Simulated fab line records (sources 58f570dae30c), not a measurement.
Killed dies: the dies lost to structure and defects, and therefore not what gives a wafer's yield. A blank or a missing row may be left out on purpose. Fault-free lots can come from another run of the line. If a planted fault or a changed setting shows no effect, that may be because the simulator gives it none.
fab line records ; flow berkeleyCmos170
record: lots: 14; wafers: 42; lastDay: 13
route steps=331 shown WELLDRIVE@57 NSD@207 M2@288 V2@294
lots with no fault: from the same line, run without faults
startH: hours from the record's first day to the start of the lot's first wafer shown ; waitH: hours from the lot's prior step to this one ; " same as the row above ; L1.1+2: a row that stands for several wafers ; - no value, or no start was given ; * or withheld: withheld ; < > ~ a bound
route shown NAME@n: a module of which the file shows steps, and the number in the route of the first ; usual: mean and standard deviation over wafers with no fault ; same: alike in all rows ; chamber/n: place in a boat ; sites: each site's reading ; _std_site: standard deviation across them ; _edge_site: the outer-site mean with the inner-site mean subtracted ; radiusMm: for every site, how far away it sits from the centre of the wafer ; mask NAME#n: copy n ; behind: the last tool/chamber to shape the wafer ; hold: why the lot went on hold/how many hours it stayed there/how the hold came to an end ; device: the n, p or np transistor that did not switch ; end of line: tests run on the same wafers once the route is complete ; for a step that has no rows: nothing shown but its recipe ; killed: count of dies lost to structure and defects at first sort (not the wafer's yield) ; map: per-die view of a wafer (x killed, . not killed, _ where there is no die)
set.NAME: the setting as run; set.NAME@STEP: as run at that earlier step ; model.NAME: the simulator's own value behind a step, which no gauge read
steps of the route over a sample of lots; a table a step, a row a wafer
services: a tool's chamber out of use, with start hour (startH, from the record's first day; less than 0 if before it), hours out, and reason
== steps ==
step: UCB170_WELLDRIVE_THK_MEAS_02
recipe: reads: SiO2_of_WELLDRIVE_OXIDATION_01
usual: WELLDRIVE_OXIDE_THK: 185/3.9
lot.wafer;tool;chamber;startH;waitH;WELLDRIVE_OXIDE_THK[nm]
L273.1;filmMetro-02;-;71.15;0.0;187
L273.2;filmMetro-02;-;71.15;0.0;188
L273.3;filmMetro-02;-;71.15;0.0;189
L276.1;filmMetro-03;-;89.68;0.0;187
L276.2;filmMetro-03;-;89.68;0.0;184
L276.3;filmMetro-03;-;89.68;0.0;186
L278.2;filmMetro-01;-;89.69;0.0;186
L278.4;filmMetro-01;-;89.69;0.0;191
L278.5;filmMetro-01;-;89.69;0.0;190
L279.2;filmMetro-03;-;109.15;0.0;181
L279.5;filmMetro-03;-;109.15;0.0;178
L279.6;filmMetro-03;-;109.15;0.0;178
L280.2;filmMetro-02;-;109.15;0.0;189
L280.3;filmMetro-02;-;109.15;0.0;188
L280.5;filmMetro-02;-;109.15;0.0;188
L284.1;filmMetro-03;-;115.05;0.0;183
L284.3;filmMetro-03;-;115.05;0.0;182
L284.5;filmMetro-03;-;115.05;0.0;182
L282.1;filmMetro-02;-;115.09;0.1;184
L282.5;filmMetro-02;-;115.09;0.1;182
L282.6;filmMetro-02;-;115.09;0.1;184
L288.1;filmMetro-03;-;147.94;0.0;189
L288.4;filmMetro-03;-;147.94;0.0;187
L288.6;filmMetro-03;-;147.94;0.0;185
L289.2;filmMetro-01;-;147.95;0.0;187
L289.5;filmMetro-01;-;147.95;0.0;190
L289.6;filmMetro-01;-;147.95;0.0;186
L290.2;filmMetro-03;-;153.39;0.0;195
L290.4;filmMetro-03;-;153.39;0.0;192
L290.5;filmMetro-03;-;153.39;0.0;192
L291.2;filmMetro-02;-;164.39;0.0;190
L291.4;filmMetro-02;-;164.39;0.0;187
L291.6;filmMetro-02;-;164.39;0.0;189
L293.1;filmMetro-01;-;171.72;0.0;188
L293.2;filmMetro-01;-;171.72;0.0;183
L293.5;filmMetro-01;-;171.72;0.0;186
L295.2;filmMetro-01;-;171.79;0.1;187
L295.3;filmMetro-01;-;171.79;0.1;185
L295.6;filmMetro-01;-;171.79;0.1;186
L296.1;filmMetro-03;-;185.16;0.0;188
L296.2;filmMetro-03;-;185.16;0.0;184
L296.5;filmMetro-03;-;185.16;0.0;191
step: UCB170_SDANNEAL_RS_MEAS_03
recipe: thkMeasGauge: four-point-probe
usual: NSD_RS: 37.28/0.09
lot.wafer;tool;chamber;startH;waitH;NSD_RS[ohm/sq]
L273.1;filmMetro-04;-;168.35;0.1;37.20
L273.2;filmMetro-04;-;168.35;0.1;37.25
L273.3;filmMetro-04;-;168.35;0.1;37.09
L278.2;filmMetro-01;-;179.63;0.1;37.27
L278.4;filmMetro-01;-;179.63;0.1;37.21
L278.5;filmMetro-01;-;179.63;0.1;37.35
L276.1;filmMetro-03;-;179.85;0.1;37.31
L276.2;filmMetro-03;-;179.85;0.1;37.38
L276.3;filmMetro-03;-;179.85;0.1;37.30
L282.1;filmMetro-01;-;205.82;0.1;37.35
L282.5;filmMetro-01;-;205.82;0.1;37.43
L282.6;filmMetro-01;-;205.82;0.1;37.35
L280.2;filmMetro-03;-;205.84;0.1;37.20
L280.3;filmMetro-03;-;205.84;0.1;37.23
L280.5;filmMetro-03;-;205.84;0.1;37.29
L284.1;filmMetro-03;-;206.37;0.1;37.36
L284.3;filmMetro-03;-;206.37;0.1;37.43
L284.5;filmMetro-03;-;206.37;0.1;37.39
L279.2;filmMetro-01;-;206.39;0.1;37.31
L279.5;filmMetro-01;-;206.39;0.1;37.17
L279.6;filmMetro-01;-;206.39;0.1;37.28
L290.2;filmMetro-03;-;242.21;0.1;37.24
L290.4;filmMetro-03;-;242.21;0.1;37.23
L290.5;filmMetro-03;-;242.21;0.1;37.26
L288.1;filmMetro-01;-;242.40;0.1;37.38
L288.4;filmMetro-01;-;242.40;0.1;37.18
L288.6;filmMetro-01;-;242.40;0.1;37.29
L289.2;filmMetro-04;-;242.53;0.1;37.12
L289.5;filmMetro-04;-;242.53;0.1;37.19
L289.6;filmMetro-04;-;242.53;0.1;37.10
L291.2;filmMetro-04;-;253.76;0.1;37.32
L291.4;filmMetro-04;-;253.76;0.1;37.42
L291.6;filmMetro-04;-;253.76;0.1;37.43
L293.1;filmMetro-01;-;277.15;0.1;37.22
L293.2;filmMetro-01;-;277.15;0.1;37.25
L293.5;filmMetro-01;-;277.15;0.1;37.19
L295.2;filmMetro-04;-;277.33;0.1;37.28
L295.3;filmMetro-04;-;277.33;0.1;37.29
L295.6;filmMetro-04;-;277.33;0.1;37.20
L296.1;filmMetro-01;-;280.38;0.1;37.32
L296.2;filmMetro-01;-;280.38;0.1;37.29
L296.5;filmMetro-01;-;280.38;0.1;37.30
step: UCB170_M2_ETCH_17
recipe: chemistry: N2/H2; targetDepthA: withheld; overetchA: withheld; target: BARC; timeS: withheld; sourceW: 500; biasW: 100; pressureMtorr: 30; n2FlowSccm: 100; h2FlowSccm: 200
usual: biasW: 100.0/0.31; chamberPressureMTorr: 29.997/0.026; drypumpMotorCurrentA: 5.6/0.35; oesProductAu: 0.977/0.025; throttleValvePct: 13.31/0.24
lot.wafer;tool;chamber;startH;waitH;biasW;chamberPressureMTorr;drypumpMotorCurrentA;oesProductAu;throttleValvePct
L273.1;rieDiel-03;2;184.23;0.0;100.7;29.979;5.5;0.997;13.46
L273.2;rieDiel-03;1;184.23;0.0;99.6;29.962;5.4;1.000;12.88
L273.3;rieDiel-03;0;184.23;0.0;100.0;29.976;5.9;1.024;13.42
L278.2;rieDiel-03;1;196.67;0.0;100.0;29.998;5.4;0.983;12.87
L278.4;rieDiel-03;2;196.67;0.0;99.7;29.976;5.5;0.993;13.46
L278.5;rieDiel-03;2;196.67;0.0;100.2;29.995;5.5;0.985;13.46
L276.1;rieDiel-04;2;200.16;0.1;100.5;30.043;5.6;0.970;13.16
L276.2;rieDiel-04;1;200.16;0.1;99.8;29.972;6.4;0.978;13.20
L276.3;rieDiel-04;3;200.16;0.1;100.1;29.998;6.1;1.005;13.27
L280.2;rieDiel-03;2;220.11;0.0;100.6;30.006;5.5;0.991;13.45
L280.3;rieDiel-03;1;220.11;0.0;99.9;30.014;5.4;1.000;12.87
L280.5;rieDiel-03;0;220.11;0.0;100.5;29.986;5.9;1.007;13.43
L282.1;rieDiel-01;2;221.23;0.0;99.4;29.986;5.7;0.954;13.47
L282.5;rieDiel-01;2;221.23;0.0;100.1;29.981;5.7;0.954;13.48
L282.6;rieDiel-01;1;221.23;0.0;100.3;29.966;5.1;0.958;13.04
L279.2;rieDiel-03;1;223.04;0.0;100.3;30.000;5.4;0.997;12.88
L279.5;rieDiel-03;2;223.04;0.0;100.2;30.029;5.5;0.999;13.46
L279.6;rieDiel-03;1;223.04;0.0;100.2;29.960;5.4;0.993;12.84
L284.1;rieDiel-03;1;224.17;0.0;99.6;29.997;5.4;0.995;12.87
L284.3;rieDiel-03;3;224.17;0.0;99.9;29.978;6.0;0.945;13.36
L284.5;rieDiel-03;1;224.17;0.0;99.6;29.994;5.4;0.998;12.88
L290.2;rieDiel-01;3;257.00;0.0;100.1;29.991;5.2;0.956;13.49
L290.4;rieDiel-01;0;257.00;0.0;100.4;29.994;5.7;0.975;13.70
L290.5;rieDiel-01;0;257.00;0.0;100.2;30.015;5.7;0.978;13.69
L288.1;rieDiel-01;1;260.02;0.0;-;-;-;-;-
L288.4;rieDiel-01;0;260.02;0.0;-;-;-;-;-
L288.6;rieDiel-01;3;260.02;0.0;-;-;-;-;-
L289.2;rieDiel-03;0;260.22;0.0;-;-;-;-;-
L289.5;rieDiel-03;2;260.22;0.0;-;-;-;-;-
L289.6;rieDiel-03;3;260.22;0.0;-;-;-;-;-
L291.2;rieDiel-04;2;268.57;0.0;99.4;30.007;5.6;0.958;13.15
L291.4;rieDiel-04;3;268.57;0.0;100.5;29.966;6.2;0.993;13.27
L291.6;rieDiel-04;1;268.57;0.0;100.3;29.965;6.3;0.985;13.19
L293.1;rieDiel-03;0;290.69;0.0;100.1;29.987;6.0;1.022;13.42
L293.2;rieDiel-03;1;290.69;0.0;100.0;30.013;5.3;1.009;12.88
L293.5;rieDiel-03;0;290.69;0.0;99.8;30.041;5.9;1.017;13.42
L295.2;rieDiel-04;1;292.59;0.0;99.7;30.013;6.3;0.968;13.20
L295.3;rieDiel-04;2;292.59;0.0;100.1;30.028;5.6;0.950;13.13
L295.6;rieDiel-04;1;292.59;0.0;100.5;29.954;6.3;0.966;13.19
L296.1;rieDiel-03;0;298.87;0.0;99.6;29.996;5.9;1.020;13.44
L296.2;rieDiel-03;3;298.87;0.0;99.7;30.001;6.0;0.943;13.34
L296.5;rieDiel-03;2;298.87;0.0;100.8;29.934;5.5;1.011;13.46
step: UCB170_M2_METAL_ETCH_18
recipe: chemistry: Cl2/BCl3; target: Al; stopOn: SiO2; pressureMtorr: 12; targetDepthA: 11700; overEtchFrac: 0.3; timeS: 195; icpW: 600; biasW: 120; Cl2_flow_sccm: 90; bcl3FlowSccm: 45
usual: bcl3FlowSccm: 45.00/0.14; biasW: 120.0/0.35; drypumpMotorCurrentA: 5.3/0.41; oesProductAu: 0.859/0.014; throttleValvePct: 24.52/0.22
lot.wafer;tool;chamber;startH;waitH;bcl3FlowSccm;biasW;drypumpMotorCurrentA;oesProductAu;rfHoursCounterH;throttleValvePct
L273.1;rieMetal-02;0;184.27;-;45.08;119.8;5.0;0.848;1.2;24.29
L273.2;rieMetal-02;1;184.27;-;45.09;120.1;4.8;0.846;4.2;24.19
L273.3;rieMetal-02;0;184.27;-;45.08;119.8;5.0;0.846;-;24.26
L278.2;rieMetal-03;1;196.71;-;45.19;120.0;6.0;0.887;1.7;24.74
L278.4;rieMetal-03;0;196.71;-;44.86;120.3;5.2;0.877;-;24.64
L278.5;rieMetal-03;1;196.71;-;45.14;120.4;5.9;0.878;-;24.74
L276.1;rieMetal-01;1;200.21;-;44.85;119.8;5.0;0.882;6.7;24.32
L276.2;rieMetal-01;0;200.21;-;45.12;120.2;5.7;0.846;5.1;24.71
L276.3;rieMetal-01;1;200.21;-;45.00;119.7;5.0;0.877;-;24.32
L280.2;rieMetal-02;0;220.15;-;45.05;119.7;5.0;0.835;2.4;24.28
L280.3;rieMetal-02;0;220.15;-;45.24;120.2;5.0;0.849;-;24.27
L280.5;rieMetal-02;1;220.15;-;44.85;120.0;4.8;0.842;-;24.18
L282.1;rieMetal-01;1;221.27;-;44.88;120.8;5.0;0.874;7.3;24.30
L282.5;rieMetal-01;1;221.27;-;44.90;120.1;5.0;0.876;-;24.32
L282.6;rieMetal-01;0;221.27;-;45.01;119.8;5.7;0.858;-;24.72
L279.2;rieMetal-03;1;223.08;-;44.72;120.0;5.9;0.866;2.1;24.77
L279.5;rieMetal-03;0;223.08;-;45.02;120.6;5.2;0.863;-;24.67
L279.6;rieMetal-03;1;223.08;-;44.67;120.1;6.0;0.856;-;24.78
L284.1;rieMetal-01;0;224.21;-;44.81;119.9;5.6;0.849;6.0;24.73
L284.3;rieMetal-01;0;224.21;-;45.19;120.4;5.7;0.855;-;24.71
L284.5;rieMetal-01;1;224.21;-;44.97;119.9;5.0;0.864;-;24.32
L290.2;rieMetal-01;0;257.04;-;44.86;120.2;5.6;0.843;6.5;24.71
L290.4;rieMetal-01;0;257.04;-;44.91;120.4;5.6;0.847;-;24.71
L290.5;rieMetal-01;0;257.04;-;45.04;120.5;5.6;0.841;-;24.72
L288.1;rieMetal-03;1;260.07;-;44.92;120.1;6.0;0.374;3.3;24.99
L288.4;rieMetal-03;1;260.07;-;45.05;119.1;5.9;0.383;-;24.99
L288.6;rieMetal-03;1;260.07;-;45.11;119.7;6.0;0.375;-;24.99
L289.2;rieMetal-02;0;260.26;-;44.74;120.1;5.0;0.361;3.7;24.51
L289.5;rieMetal-02;1;260.26;-;45.13;120.4;4.8;0.369;-;24.41
L289.6;rieMetal-02;0;260.26;-;44.99;119.9;5.0;0.368;-;24.49
L291.2;rieMetal-03;1;268.61;-;45.00;119.7;6.0;0.856;3.7;24.76
L291.4;rieMetal-03;0;268.61;-;45.17;119.9;5.2;0.868;-;24.67
L291.6;rieMetal-03;0;268.61;-;45.12;120.5;5.2;0.863;-;24.65
L293.1;rieMetal-03;1;290.73;-;45.17;119.9;6.0;0.861;3.9;24.75
L293.2;rieMetal-03;0;290.73;-;45.14;120.0;5.2;0.885;8.4;24.67
L293.5;rieMetal-03;0;290.73;-;44.95;119.5;5.2;0.876;-;24.66
L295.2;rieMetal-01;0;292.63;-;44.93;120.2;5.7;0.856;7.4;24.72
L295.3;rieMetal-01;0;292.63;-;44.99;120.4;5.7;0.856;-;24.72
L295.6;rieMetal-01;0;292.63;-;44.89;120.1;5.7;0.860;-;24.71
L296.1;rieMetal-03;1;298.92;-;44.89;119.6;5.9;0.854;4.1;24.76
L296.2;rieMetal-03;0;298.92;-;44.74;120.1;5.2;0.875;8.6;24.64
L296.5;rieMetal-03;1;298.92;-;45.04;120.2;5.9;0.868;-;24.76
step: UCB170_M2_CD_MEAS_90
recipe: targetCdNm: 700
usual: cdNm: 700/4
lot.wafer;tool;chamber;startH;waitH;cdNm
L273.1;cdSem-01;-;184.56;0.1;704
L273.2;cdSem-01;-;184.56;0.1;696
L273.3;cdSem-01;-;184.56;0.1;702
L278.2;cdSem-02;-;197.01;0.1;701
L278.4;cdSem-02;-;197.01;0.1;708
L278.5;cdSem-02;-;197.01;0.1;702
L276.1;cdSem-02;-;200.49;0.1;691
L276.2;cdSem-02;-;200.49;0.1;702
L276.3;cdSem-02;-;200.49;0.1;696
L280.2;cdSem-02;-;220.46;0.1;702
L280.3;cdSem-02;-;220.46;0.1;701
L280.5;cdSem-02;-;220.46;0.1;698
L282.1;cdSem-01;-;221.56;0.1;696
L282.5;cdSem-01;-;221.56;0.1;692
L282.6;cdSem-01;-;221.56;0.1;705
L279.2;cdSem-02;-;223.39;0.1;701
L279.5;cdSem-02;-;223.39;0.1;704
L279.6;cdSem-02;-;223.39;0.1;697
L284.1;cdSem-02;-;224.50;0.1;704
L284.3;cdSem-02;-;224.50;0.1;706
L284.5;cdSem-02;-;224.50;0.1;695
L290.2;cdSem-01;-;257.35;0.1;706
L290.4;cdSem-01;-;257.35;0.1;706
L290.5;cdSem-01;-;257.35;0.1;707
L288.1;cdSem-02;-;260.35;0.1;-
L288.4;cdSem-02;-;260.35;0.1;-
L288.6;cdSem-02;-;260.35;0.1;-
L289.2;cdSem-01;-;260.57;0.1;-
L289.5;cdSem-01;-;260.57;0.1;-
L289.6;cdSem-01;-;260.57;0.1;-
L291.2;cdSem-01;-;268.92;0.1;702
L291.4;cdSem-01;-;268.92;0.1;700
L291.6;cdSem-01;-;268.92;0.1;700
L293.1;cdSem-01;-;291.02;0.1;695
L293.2;cdSem-01;-;291.02;0.1;698
L293.5;cdSem-01;-;291.02;0.1;701
L295.2;cdSem-01;-;292.94;0.1;708
L295.3;cdSem-01;-;292.94;0.1;709
L295.6;cdSem-01;-;292.94;0.1;709
L296.1;cdSem-02;-;299.20;0.1;696
L296.2;cdSem-02;-;299.20;0.1;702
L296.5;cdSem-02;-;299.20;0.1;698
step: UCB170_V2_CMP_02
recipe: material: SiO2; downForcePsi: 6; platenRpm: 60; padVelocityMS: 0.75398
usual: motorCurrentA: 15.6/1.7; platenRpm: 60.00/0.041; slurryFilterDpKPa: 13.53/0.13
lot.wafer;tool;chamber;startH;waitH;motorCurrentA;platenRpm;slurryFilterDpKPa
L273.3;cmp-01;0;184.95;0.1;15.9;59.93;13.69
L273.1;cmp-01;1;184.95;0.1;13.1;59.95;13.75
L273.2;cmp-01;2;184.95;0.1;13.5;59.98;13.61
L278.4;cmp-01;1;197.33;0.0;12.9;59.93;13.34
L278.2;cmp-01;3;197.33;0.0;17.4;59.95;13.58
L278.5;cmp-01;1;197.33;0.0;13.2;59.99;13.70
L276.2;cmp-01;0;200.83;0.0;15.4;59.95;13.55
L276.1;cmp-01;1;200.83;0.0;13.8;59.95;13.56
L276.3;cmp-01;2;200.83;0.0;13.6;59.98;13.47
L280.3;cmp-02;2;220.88;0.1;14.7;59.97;13.49
L280.2;cmp-02;3;220.88;0.1;14.0;60.05;13.50
L280.5;cmp-02;0;220.88;0.1;17.2;59.98;13.58
L282.1;cmp-01;2;221.95;0.1;14.2;59.96;13.53
L282.6;cmp-01;1;221.95;0.1;13.2;60.01;13.74
L282.5;cmp-01;2;221.95;0.1;14.6;60.11;13.48
L279.2;cmp-02;1;223.80;0.1;17.2;59.97;13.81
L279.6;cmp-02;3;223.80;0.1;14.6;59.97;13.41
L279.5;cmp-02;0;223.80;0.1;16.4;60.02;13.47
L284.3;cmp-02;3;224.83;0.0;13.9;60.13;13.56
L284.1;cmp-02;2;224.83;0.0;15.4;59.97;13.44
L284.5;cmp-02;3;224.83;0.0;13.4;59.94;13.63
L290.2;cmp-01;1;257.67;0.0;13.4;59.99;13.36
L290.4;cmp-01;3;257.67;0.0;17.0;60.00;13.47
L290.5;cmp-01;1;257.67;0.0;13.7;60.01;13.32
L291.4;cmp-01;0;269.33;0.1;15.3;59.99;13.27
L291.2;cmp-01;1;269.33;0.1;12.9;60.04;13.59
L291.6;cmp-01;3;269.33;0.1;18.5;60.03;13.44
L293.2;cmp-02;1;291.40;0.1;17.5;60.02;13.31
L293.1;cmp-02;3;291.40;0.1;14.3;59.96;13.64
L293.5;cmp-02;1;291.40;0.1;17.2;60.01;13.50
L295.2;cmp-02;1;293.25;0.0;17.4;59.99;13.38
L295.3;cmp-02;2;293.25;0.0;15.0;60.01;13.62
L295.6;cmp-02;2;293.25;0.0;15.0;59.97;13.59
L296.1;cmp-01;2;299.54;0.1;14.6;60.01;13.59
L296.2;cmp-01;3;299.54;0.1;18.4;60.02;13.53
L296.5;cmp-01;2;299.54;0.1;14.0;60.04;13.40
== services ==
tool;chamber;startH;hours;kind
rieDiel-03;2;165.93;3.0;repair
rieDiel-01;3;174.58;-;clean
rieDiel-01;3;174.58;25.7;scheduledDown
rieDiel-01;3;174.58;25.7;ventCycle
rieMetal-02;-;190.76;1.3;repair
rieMetal-03;1;202.48;5.5;repair
rieDiel-01;0;213.03;5.8;repair
rieDiel-01;-;213.30;0.9;repair
cmp-02;-;229.55;0.8;repair
cmp-02;-;232.00;4.0;pm
cmp-02;-;236.00;-;consumableReplace:conditioner
cmp-02;-;236.00;-;consumableReplace:pad
rieDiel-01;0;244.41;9.2;repair
rieDiel-04;2;245.59;2.1;repair
rieMetal-02;-;250.03;0.5;repair
rieDiel-04;-;253.59;1.8;repair
rieDiel-01;3;254.61;2.0;repair
rieDiel-01;-;262.78;2.8;pm
rieDiel-01;-;269.59;15.6;pm
cmp-02;-;269.71;0.4;repair
cmp-01;-;284.43;3.5;repair
== key ==
firstSign: step: UCB170_M2_ETCH_17; reading: toolRecord; direction: missing
effect: step: UCB170_M2_METAL_ETCH_18; reading: oesProductAu; direction: down; sigmas: 34; usual: 0.859; struck: 0.372
effect: step: UCB170_M2_CD_MEAS_90; reading: cdNm; direction: missing
metAt UCB170_M2_ETCH_17
struckLots L288,L289
laterRowsLeftOut L288.1,L288.4,L288.6,L289.2,L289.5,L289.6
sortLeftOut L288.1,L288.4,L288.6,L289.2,L289.5,L289.6
notActingAt UCB170_WELLDRIVE_THK_MEAS_02,UCB170_SDANNEAL_RS_MEAS_03,UCB170_V2_CMP_02
onsetBetween 224.17 260.02
fault: kind: skippedStepWhole; tool: rieDiel-01,rieDiel-03; chamber: -; onsetH: 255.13; steps: UCB170_M2_ETCH_17; scope: struckLotsOnly
sortLeftOut: the simulated sort isn't trusted on such a fault, so these wafers' sort isn't shown, and their yield isn't known
laterRowsLeftOut: the simulator's readings of these wafers behind a module that went badly wrong aren't trusted and aren't shown, but for the sort
